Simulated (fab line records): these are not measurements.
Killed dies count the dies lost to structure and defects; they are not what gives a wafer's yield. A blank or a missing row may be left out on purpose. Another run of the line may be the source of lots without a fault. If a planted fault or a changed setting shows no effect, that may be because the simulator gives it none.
fab line records ; flow berkeley-cmos170
record lots=5; wafers=15; last-day=11
route steps=331 shown PSD@175 NSD@187
lots untouched by any fault: they come from a run of this same line in which no faults occurred
start-h: hours from the record's first day to the start of the lot's first wafer shown ; wait-h: hours since the lot's step before ; " same as the row above ; L1.1+2: a single row standing in for several wafers ; - no value, or no start given ; * or withheld: withheld ; < > ~ a bound
route shown NAME@n: a module of which the file shows steps, and the number in the route of the first ; usual: the fault-free wafers' mean and standard deviation ; same: alike in all rows ; chamber/n: place in a boat ; sites: each site's reading ; _std_site: how widely they spread, as a standard deviation ; _edge_site: inner sites' mean taken away from outer sites' mean ; radius-mm: for every site, how far away it sits from the centre of the wafer ; mask NAME#n: copy n ; behind: the last tool/chamber to shape the wafer ; hold: why the lot went on hold/how many hours it stayed there/how the hold came to an end ; device: names the non-switching transistor (n, p or np) ; end of line: at the end of the route, the tests of the same wafers ; a step given without rows: its recipe and nothing more ; killed: the dies lost at the first sort to structure and to defects; this is not the yield of the wafer ; map: a wafer's dies, x killed, . not, _ none there
set.NAME: the setting that was run; set.NAME@STEP: the one run at that earlier step ; model.NAME: the simulator's own value behind a step, which no gauge read
a table for each step, a row for each wafer; lots at some steps of the route
services: from which hour (start-h, from the record's first day; less than 0 if before it) a tool's chamber was out of use, for how many hours, and why
## steps
# step UCB170_PSD_HMDS_00
# recipe prime-time-s=60; prime-temp-c=100
lot.wafer;tool;chamber;start-h;wait-h
L081.1+3+5;litho-track-02;0;170.60;0.0
L079.1+3+4;litho-track-04;0;171.05;0.4
L091.1+2+5;litho-track-04;0;220.03;0.0
L092.2+3+6;litho-track-02;0;225.93;0.2
L096.1+2+4;litho-track-04;0;243.01;0.2
# step UCB170_PSD_COAT_01
# recipe resist=KrF; spin-rpm=1500; resist-thk-nm=900
lot.wafer;tool;chamber;start-h;wait-h
L081.1+3+5;litho-track-02;0;170.75;0.1
L079.1+3+4;litho-track-04;0;171.20;0.1
L091.1+2+5;litho-track-04;0;220.18;0.1
L092.2+3+6;litho-track-02;0;226.08;0.1
L096.1+2+4;litho-track-04;0;243.16;0.1
# step UCB170_PSD_SOFTBAKE_02
# recipe resist=KrF; temp-c=130; time-s=60
lot.wafer;tool;chamber;start-h;wait-h
L081.1+3+5;litho-track-02;0;170.90;0.1
L079.1+3+4;litho-track-04;0;171.35;0.1
L091.1+2+5;litho-track-04;0;220.33;0.1
L092.2+3+6;litho-track-02;0;226.23;0.1
L096.1+2+4;litho-track-04;0;243.31;0.1
# step UCB170_PSD_EXPOSE_03
# recipe mask-id=PSELECT_MOD; na=0.5; sigma-outer=0.6; source-shape=conventional; target-cd-nm=1200; dose-mj=30
lot.wafer;tool;chamber;start-h;wait-h;mask
L081.1+3+5;krf-scanner-01;0;171.29;0.4;PSELECT_MOD#0
L079.1+3+4;krf-scanner-02;0;171.73;0.4;PSELECT_MOD#0
L091.1+2+5;krf-scanner-02;0;220.61;0.2;PSELECT_MOD#0
L092.2+3+6;krf-scanner-02;0;226.61;0.4;PSELECT_MOD#0
L096.1+2+4;krf-scanner-02;0;243.46;0.1;PSELECT_MOD#0
# step UCB170_PSD_PEB_04
# recipe peb-temp-c=130; peb-time-s=withheld; resist=KrF
lot.wafer;tool;chamber;start-h;wait-h
L081.1+3+5;litho-track-03;0;171.44;0.1
L079.1+3+4;litho-track-04;0;171.85;0.1
L091.1+2+5;litho-track-04;0;220.72;0.1
L092.2+3+6;litho-track-04;0;227.10;0.5
L096.1+2+4;litho-track-04;0;243.73;0.3
# step UCB170_PSD_DEVELOP_05
# recipe developer=TMAH; develop-time-s=45; resist=KrF; dev-temp-c=21
lot.wafer;tool;chamber;start-h;wait-h
L081.1+3+5;litho-track-03;0;-;-
L079.1+3+4;litho-track-04;0;-;-
L091.1+2+5;litho-track-04;0;-;-
L092.2+3+6;litho-track-04;0;-;-
L096.1+2+4;litho-track-04;0;-;-
# step UCB170_PSD_CD_MEAS_06
# recipe target-cd-nm=1200
# usual cd-nm=1200.1/1.2
lot.wafer;tool;chamber;start-h;wait-h;cd-nm
L081.1;cd-sem-01;-;171.71;-;1199.5
L081.3;cd-sem-01;-;171.71;-;1198.6
L081.5;cd-sem-01;-;171.71;-;1201.0
L079.1;cd-sem-02;-;172.12;-;1200.3
L079.3;cd-sem-02;-;172.12;-;1200.8
L079.4;cd-sem-02;-;172.12;-;1199.5
L091.1;cd-sem-02;-;221.00;-;1199.6
L091.2;cd-sem-02;-;221.00;-;1199.1
L091.5;cd-sem-02;-;221.00;-;1200.0
L092.2;cd-sem-02;-;227.45;-;1197.3
L092.3;cd-sem-02;-;227.45;-;1199.7
L092.6;cd-sem-02;-;227.45;-;1198.4
L096.1;cd-sem-01;-;244.01;-;1199.3
L096.2;cd-sem-01;-;244.01;-;1200.0
L096.4;cd-sem-01;-;244.01;-;1200.1
# step UCB170_PSD_OVL_MEAS_07
# usual PSD_OVL=-3/5.6
lot.wafer;tool;chamber;start-h;wait-h;PSD_OVL[nm]
L081.1;overlay-02;-;171.83;0.1;-4
L081.3;overlay-02;-;171.83;0.1;1
L081.5;overlay-02;-;171.83;0.1;6
L079.1;overlay-02;-;172.24;0.1;-2
L079.3;overlay-02;-;172.24;0.1;5
L079.4;overlay-02;-;172.24;0.1;-13
L091.1;overlay-02;-;221.12;0.1;3
L091.2;overlay-02;-;221.12;0.1;2
L091.5;overlay-02;-;221.12;0.1;1
L092.2;overlay-01;-;227.56;0.1;-1
L092.3;overlay-01;-;227.56;0.1;-12
L092.6;overlay-01;-;227.56;0.1;-4
L096.1;overlay-01;-;244.13;0.1;-4
L096.2;overlay-01;-;244.13;0.1;-10
L096.4;overlay-01;-;244.13;0.1;-10
# step UCB170_PSD_IMPLANT_08
# recipe species=B; dose-cm2=3e+15; energy-kev=20; tilt-deg=7
# usual beam-energy-keV=20.000/0.0062
lot.wafer;tool;chamber;start-h;wait-h;beam-energy-keV
L081.1;implanter-01;0;171.87;0.0;19.999
L081.3;implanter-01;0;171.87;0.0;20.004
L081.5;implanter-01;0;171.87;0.0;20.000
L079.1;implanter-03;0;172.28;0.0;19.997
L079.3;implanter-03;0;172.28;0.0;19.999
L079.4;implanter-03;0;172.28;0.0;20.006
L091.1;implanter-02;0;221.15;0.0;20.003
L091.2;implanter-02;0;221.15;0.0;20.008
L091.5;implanter-02;0;221.15;0.0;19.988
L092.2;implanter-01;0;227.61;0.0;19.994
L092.3;implanter-01;0;227.61;0.0;19.997
L092.6;implanter-01;0;227.61;0.0;20.001
L096.1;implanter-01;0;244.17;0.0;20.006
L096.2;implanter-01;0;244.17;0.0;20.003
L096.4;implanter-01;0;244.17;0.0;20.003
# step UCB170_PSD_STRIP_09
# recipe chemistry=O2; power-w=400; pressure-mtorr=3500; platen-temp-c=withheld; o2-flow-sccm=400; overash-fraction=0.5
# usual drypump-motor-current-A=5.6/0.49; oes-product-au=0.601/0.0043; strip-time-to-endpoint-s=29.42/0.074
lot.wafer;tool;chamber;start-h;wait-h;drypump-motor-current-A;oes-product-au;rf-hours-counter-h;strip-time-to-endpoint-s
L081.1;plasma-asher-04;1;172.02;0.1;6.1;0.600;3;29.48
L081.3;plasma-asher-04;1;172.02;0.1;6.1;0.596;-;29.52
L081.5;plasma-asher-04;0;172.02;0.1;6.4;0.606;-;29.46
L079.1;plasma-asher-04;1;172.43;0.1;6.1;0.597;3;29.48
L079.3;plasma-asher-04;1;172.43;0.1;6.1;0.593;-;29.50
L079.4;plasma-asher-04;0;172.43;0.1;6.4;0.607;-;29.47
L091.1;plasma-asher-02;0;221.30;0.1;5.8;0.599;44;29.56
L091.2;plasma-asher-02;1;221.30;0.1;5.0;0.605;44;29.53
L091.5;plasma-asher-02;0;221.30;0.1;5.7;0.597;-;29.45
L092.2;plasma-asher-01;1;227.74;0.1;5.5;0.600;56;29.50
L092.3;plasma-asher-01;1;227.74;0.1;5.5;0.595;-;29.40
L092.6;plasma-asher-01;0;227.74;0.1;5.2;0.600;-;29.50
L096.1;plasma-asher-04;0;244.32;0.1;6.4;0.595;11;29.38
L096.2;plasma-asher-04;1;244.32;0.1;6.1;0.593;11;29.43
L096.4;plasma-asher-04;1;244.32;0.1;6.1;0.602;-;29.42
# step UCB170_PSD_TW_MEAS_10
# usual PSD_TW=2335/11
lot.wafer;tool;chamber;start-h;wait-h;PSD_TW
L081.1;film-metro-04;-;172.12;0.1;2349
L081.3;film-metro-04;-;172.12;0.1;2362
L081.5;film-metro-04;-;172.12;0.1;2358
L079.1;film-metro-02;-;172.53;0.1;2328
L079.3;film-metro-02;-;172.53;0.1;2318
L079.4;film-metro-02;-;172.53;0.1;2326
L091.1;film-metro-04;-;221.40;0.1;2352
L091.2;film-metro-04;-;221.40;0.1;2342
L091.5;film-metro-04;-;221.40;0.1;2345
L092.2;film-metro-02;-;227.85;0.1;2333
L092.3;film-metro-02;-;227.85;0.1;2332
L092.6;film-metro-02;-;227.85;0.1;2334
L096.1;film-metro-02;-;244.42;0.1;2331
L096.2;film-metro-02;-;244.42;0.1;2323
L096.4;film-metro-02;-;244.42;0.1;2313
# step UCB170_PSD_CLEAN_11
# recipe chemistry=SPM; temp-c=120; time-s=600
lot.wafer;tool;chamber;start-h;wait-h
L081.1+3+5;wet-bench-02;0;172.23;0.1
L079.1+3+4;wet-bench-02;1;172.80;0.3
L091.1+2+5;wet-bench-02;1;221.46;0.1
L092.2+3+6;wet-bench-02;0;229.26;1.4
L096.1+2+4;wet-bench-01;1;246.60;2.2
# step UCB170_NSD_HMDS_00
# recipe prime-time-s=60; prime-temp-c=100
lot.wafer;tool;chamber;start-h;wait-h
L081.1+3+5;litho-track-03;0;172.48;0.1
L079.1+3+4;litho-track-01;0;173.09;0.1
L091.1+2+5;litho-track-04;0;222.00;0.2
L092.2+3+6;litho-track-04;0;229.46;0.0
L096.1+2+4;litho-track-01;0;246.77;0.0
# step UCB170_NSD_COAT_01
# recipe resist=KrF; spin-rpm=1500; resist-thk-nm=900
lot.wafer;tool;chamber;start-h;wait-h
L081.1+3+5;litho-track-03;0;172.63;0.1
L079.1+3+4;litho-track-01;0;173.24;0.1
L091.1+2+5;litho-track-04;0;222.15;0.1
L092.2+3+6;litho-track-04;0;229.61;0.1
L096.1+2+4;litho-track-01;0;246.92;0.1
# step UCB170_NSD_SOFTBAKE_02
# recipe resist=KrF; temp-c=130; time-s=60
lot.wafer;tool;chamber;start-h;wait-h
L081.1+3+5;litho-track-03;0;172.78;0.1
L079.1+3+4;litho-track-01;0;173.39;0.1
L091.1+2+5;litho-track-04;0;222.30;0.1
L092.2+3+6;litho-track-04;0;229.76;0.1
L096.1+2+4;litho-track-01;0;247.07;0.1
# step UCB170_NSD_EXPOSE_03
# recipe mask-id=NSELECT_MOD; na=0.5; sigma-outer=0.6; source-shape=conventional; target-cd-nm=1200; dose-mj=30
lot.wafer;tool;chamber;start-h;wait-h;mask
L081.1+3+5;krf-scanner-01;0;173.06;0.2;NSELECT_MOD#0
L079.1+3+4;krf-scanner-01;0;173.66;0.2;NSELECT_MOD#0
L091.1+2+5;krf-scanner-02;0;222.57;0.2;NSELECT_MOD#0
L092.2+3+6;krf-scanner-01;0;230.15;0.4;NSELECT_MOD#0
L096.1+2+4;krf-scanner-02;0;247.22;0.1;NSELECT_MOD#0
# step UCB170_NSD_PEB_04
# recipe peb-temp-c=130; peb-time-s=withheld; resist=KrF
lot.wafer;tool;chamber;start-h;wait-h
L081.1+3+5;litho-track-03;0;173.41;0.3
L079.1+3+4;litho-track-04;0;174.13;0.5
L091.1+2+5;litho-track-04;0;223.35;0.8
L092.2+3+6;litho-track-04;0;230.27;0.1
L096.1+2+4;litho-track-03;0;247.67;0.4
# step UCB170_NSD_DEVELOP_05
# recipe developer=TMAH; develop-time-s=45; resist=KrF; dev-temp-c=21
lot.wafer;tool;chamber;start-h;wait-h
L081.1+3+5;litho-track-03;0;-;-
L079.1+3+4;litho-track-04;0;-;-
L091.1+2+5;litho-track-04;0;-;-
L092.2+3+6;litho-track-04;0;-;-
L096.1+2+4;litho-track-03;0;-;-
# step UCB170_NSD_CD_MEAS_06
# recipe target-cd-nm=1200
# usual cd-nm=1200.4/1.3
lot.wafer;tool;chamber;start-h;wait-h;cd-nm
L081.1;cd-sem-02;-;173.68;-;1199.5
L081.3;cd-sem-02;-;173.68;-;1199.8
L081.5;cd-sem-02;-;173.68;-;1201.8
L079.1;cd-sem-01;-;174.41;-;1202.2
L079.3;cd-sem-01;-;174.41;-;1200.2
L079.4;cd-sem-01;-;174.41;-;1201.6
L091.1;cd-sem-01;-;223.62;-;1199.1
L091.2;cd-sem-01;-;223.62;-;1198.6
L091.5;cd-sem-01;-;223.62;-;1200.7
L092.2;cd-sem-01;-;230.54;-;1197.2
L092.3;cd-sem-01;-;230.54;-;1197.4
L092.6;cd-sem-01;-;230.54;-;1197.5
L096.1;cd-sem-01;-;247.95;-;1199.2
L096.2;cd-sem-01;-;247.95;-;1198.9
L096.4;cd-sem-01;-;247.95;-;1200.0
## services
tool;chamber;start-h;hours;kind
implanter-01;-;153.16;1.8;repair
krf-scanner-01;0;158.11;-;calibration
krf-scanner-01;-;160.16;1.0;pm
plasma-asher-04;-;179.62;2.8;pm
krf-scanner-02;-;191.19;1.0;pm
krf-scanner-02;-;208.65;4.4;pm
krf-scanner-01;-;213.05;0.8;pm
krf-scanner-02;0;228.32;-;calibration
implanter-02;-;235.74;2.3;repair
## key
fault none
